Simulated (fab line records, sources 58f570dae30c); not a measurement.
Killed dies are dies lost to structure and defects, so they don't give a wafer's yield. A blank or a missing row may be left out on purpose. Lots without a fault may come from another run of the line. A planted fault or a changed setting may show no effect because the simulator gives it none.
Chamber matching | flow berkeley_cmos170 | UCB170_PWELL_ETCH_14 on rie_diel-03: 4 sister chambers
The step etches Si3N4 in CH3F/Ar/O2, stops on SiO2, target depth 242 nm, time 151 s. 16 wafers are shown with their chamber, then 8 later ones without.

WAFERS WITH THEIR CHAMBER
wafer  | chamber | throttle_valve_pct (%) | oes_product_au (a.u.)
L519.1 | 2       | 8.16                   | 0.966
L519.2 | 0       | 8.10                   | 0.940
L519.5 | 3       | 7.91                   | 0.938
L521.3 | 0       | 8.11                   | 0.935
L521.5 | 0       | 8.09                   | 0.933
L521.6 | 1       | 8.15                   | 0.917
L523.3 | 1       | 8.14                   | 0.908
L523.5 | 0       | 8.12                   | 0.939
L523.6 | 1       | 8.15                   | 0.918
L526.4 | 2       | 8.15                   | 0.953
L526.5 | 3       | 7.93                   | 0.943
L526.6 | 0       | 8.10                   | 0.939
L530.3 | 2       | 8.18                   | 0.955
L530.4 | 0       | 8.11                   | 0.943
L530.5 | 0       | 8.10                   | 0.940
L535.1 | 1       | 8.14                   | 0.909

SIGNATURES (means of the wafers above)
reading            | chamber 0 | chamber 1 | chamber 2 | chamber 3 | scatter within a chamber
throttle_valve_pct | 8.1043    | 8.1450    | 8.1633    | 7.9200    | 0.0106
oes_product_au     | 0.93843   | 0.91300   | 0.95800   | 0.94050   | 0.00466
Rule: a wafer's distance from a chamber is the root of the sum, over the readings, of the square of ((its reading less the chamber's mean) divided by the reading's scatter). The wafer belongs to the nearest chamber; if the next one is less than 2 further off, it can't be placed. The scatter: the root of (the sum of the squares of (reading less its chamber's mean) over the shown wafers, divided by (wafers less chambers)).

WAFERS WITHOUT THEIR CHAMBER
wafer  | throttle_valve_pct (%) | oes_product_au (a.u.)
L535.2 | 8.17                   | 0.943
L535.5 | 8.16                   | 0.946
L539.3 | 8.10                   | 0.935
L539.5 | 8.17                   | 0.961
L539.6 | 8.16                   | 0.923
L538.2 | 8.09                   | 0.927
L538.3 | 7.91                   | 0.927
L538.5 | 8.14                   | 0.901

WHICH CHAMBER EACH WENT THROUGH
wafer  | from the rows above | in truth
L535.2 | 2                   | 2
L535.5 | 2                   | 2
L539.3 | 0                   | 0
L539.5 | 2                   | 2
L539.6 | 1                   | 1
L538.2 | 0                   | 0
L538.3 | 3                   | 3
L538.5 | 1                   | 1
Placed correctly: 8 of 8. Can't be placed from these rows: 0. Placed wrongly: 0.
